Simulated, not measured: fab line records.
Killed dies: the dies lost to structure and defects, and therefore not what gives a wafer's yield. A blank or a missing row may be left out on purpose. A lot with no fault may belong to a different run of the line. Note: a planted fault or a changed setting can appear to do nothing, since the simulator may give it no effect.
One fault seen from 2 desks | flow ritCmos | every desk sees just its own numbers, and what lay behind them comes last

## DESK OF THE TOOL OWNER: wetBench-03
The tool's own readings at RIT_REOX_CLEAN_00 (cleans in SC1, time 600 s): means of the sampled wafers that have a number, for each lot that ran on this tool. The brackets show how far a lot's mean lies from the usual mean; more than 4 standard deviations puts the lot out of limits, marked OUT.
Columns: A = tempC at RIT_REOX_CLEAN_00, usual 74.99 C
lot  | first seen here | A
L452 | day 2 13:40     | 74.90
L460 | day 4 06:13     | 74.95
L463 | day 4 21:49     | 74.98
L472 | day 6 17:38     | 77.42 (+17) OUT
L475 | day 7 10:55     | 74.98
This desk finds L472 out of limits, L472 being first, at day 6 17:38 (tempC at RIT_REOX_CLEAN_00). L452, L460, L463, L475 stayed within limits.

## METROLOGY DESK
What the gauges read for every lot (on any tool): the sampled wafers with a number, averaged. The brackets show how far a lot's mean lies from the usual mean; more than 4 standard deviations puts the lot out of limits, marked OUT.
Columns: A = cdNm at RIT_CONTACT_CD_MEAS_08, usual 999.8 nm
lot  | first seen here | A
L452 | day 3 04:01     | 997.2
L453 | day 3 08:14     | 1002.9
L454 | day 3 13:59     | 1001.4
L457 | day 4 05:14     | 1001.6
L459 | day 4 18:01     | 998.5
L460 | day 4 21:14     | 1003.8
L462 | day 5 05:11     | 1000.6
L463 | day 5 11:47     | 1000.3
L464 | day 5 14:34     | 999.1
L468 | day 6 11:38     | 999.9
L472 | day 7 09:40     | 995.7
L474 | day 7 20:43     | 1000.4
L475 | day 8 02:33     | 1002.8
Result from this desk: across the 13 lots, nothing is out of limits.

## PUT TOGETHER
On L472, at day 6 17:38, an alarm was possible from the tool owner's desk.
The metrology desk saw nothing out of limits.
The metrology desk holds a record of L472, inside its limits.
All the named lots went through RIT_REOX_CLEAN_00 on wetBench-03.

## WHAT HAD BEEN PUT IN BY THE SIMULATOR
wetBench-03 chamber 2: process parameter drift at RIT_REOX_CLEAN_00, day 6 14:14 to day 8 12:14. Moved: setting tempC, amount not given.
Shown lots that were struck: L472.
Each desk's first reading out of limits, in hours after the fault started: the tool owner's desk, 3.
